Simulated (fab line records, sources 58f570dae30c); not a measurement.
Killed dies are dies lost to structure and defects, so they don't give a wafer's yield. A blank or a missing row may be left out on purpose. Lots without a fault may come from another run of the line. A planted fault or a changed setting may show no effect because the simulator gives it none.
Tool commonality check | flow berkeley_cmos170 | 13 lots, 39 wafers sampled

WHY IT WAS OPENED
At UCB170_GATE_CD_MEAS_12 the reading cd_nm is flagged on 1 of 13 lots. Wafers without a fault read 350.2 nm, standard deviation 1.3.
Rule: a lot is flagged when every wafer of it that has a number lies more than 4 standard deviations from that mean, or none has a number. The other lots count as sound.

lot  | measured     | on        | cd_nm (nm), wafer by wafer | flag
L327 | day 6 00:35  | cd_sem-02 | 349.8 348.1 350.6          |
L329 | day 7 02:46  | cd_sem-02 | 348.1 347.3 348.5          |
L330 | day 7 03:18  | cd_sem-01 | 350.4 351.2 350.1          |
L331 | day 7 15:41  | cd_sem-01 | 350.4 351.0 349.7          |
L332 | day 7 16:13  | cd_sem-01 | 349.1 350.2 350.6          |
L335 | day 7 20:12  | cd_sem-02 | 348.2 348.8 348.7          |
L336 | day 7 20:21  | cd_sem-01 | 350.7 350.1 350.4          |
L340 | day 9 05:03  | cd_sem-02 | 349.7 349.5 351.0          |
L343 | day 9 05:32  | cd_sem-01 | 351.2 349.5 350.6          |
L342 | day 9 10:22  | cd_sem-02 | 376.7 377.5 377.4          | FLAGGED
L341 | day 9 20:55  | cd_sem-01 | 350.8 349.5 349.2          |
L347 | day 10 10:16 | cd_sem-02 | 350.4 350.5 351.0          |
L350 | day 11 02:18 | cd_sem-02 | 351.7 351.8 352.0          |
The numbers of the flagged lots are 377.2 nm on average: +27.0 nm against the usual, or +21 standard deviations.

WHICH TOOL RAN EACH LOT
The record holds 1 process step before the reading, out of a route of 331 steps. In each cell: the tool, then ch and the chambers that the sampled wafers went through, then the start.
lot  | flag    | UCB170_GATE_EXPOSE_09
L327 |         | krf_scanner-01 ch 0, day 5 23:58
L329 |         | krf_scanner-02 ch 0, day 7 02:21
L330 |         | krf_scanner-02 ch 0, day 7 02:34
L331 |         | krf_scanner-02 ch 0, day 7 15:17
L332 |         | krf_scanner-01 ch 0, day 7 15:38
L335 |         | krf_scanner-01 ch 0, day 7 19:43
L336 |         | krf_scanner-02 ch 0, day 7 19:56
L340 |         | krf_scanner-01 ch 0, day 9 04:12
L343 |         | krf_scanner-02 ch 0, day 9 04:34
L342 | FLAGGED | krf_scanner-02 ch 0, day 9 09:40
L341 |         | krf_scanner-02 ch 0, day 9 20:29
L347 |         | krf_scanner-01 ch 0, day 10 08:53
L350 |         | krf_scanner-01 ch 0, day 11 01:54
What these steps do:
- UCB170_GATE_EXPOSE_09: exposes mask POLY, target cd 350 nm.
- UCB170_GATE_CD_MEAS_12: target cd 350 nm.

FLAGGED OVER TOTAL, TOOL BY TOOL (the gauges that took the reading come last)
step                   | tool           | lots run | flagged | share of the flagged lots | sound lots run after its first flagged lot
UCB170_GATE_EXPOSE_09  | krf_scanner-01 | 6        | 0       | none                      | -
UCB170_GATE_EXPOSE_09  | krf_scanner-02 | 7        | 1       | all                       | 1 (L341)
UCB170_GATE_CD_MEAS_12 | cd_sem-01      | 6        | 0       | none                      | -
UCB170_GATE_CD_MEAS_12 | cd_sem-02      | 7        | 1       | all                       | 2 (L347,L350)

WHAT THE TABLE ALLOWS
2 rows of the table ran every flagged lot: krf_scanner-02 at UCB170_GATE_EXPOSE_09, cd_sem-02 at UCB170_GATE_CD_MEAS_12.
- krf_scanner-02 at UCB170_GATE_EXPOSE_09: 1 of its 7 lots flagged. Sound lots ran on it after the first flagged one (L341), which a lasting fault on the whole tool wouldn't allow.
- cd_sem-02 at UCB170_GATE_CD_MEAS_12: 1 of its 7 lots flagged. Sound lots ran on it after the first flagged one (L347, L350), which a lasting fault on the whole tool wouldn't allow.
No row of the table ran every flagged lot and no sound lot after the first.

WHAT THE SIMULATOR HAD PUT IN
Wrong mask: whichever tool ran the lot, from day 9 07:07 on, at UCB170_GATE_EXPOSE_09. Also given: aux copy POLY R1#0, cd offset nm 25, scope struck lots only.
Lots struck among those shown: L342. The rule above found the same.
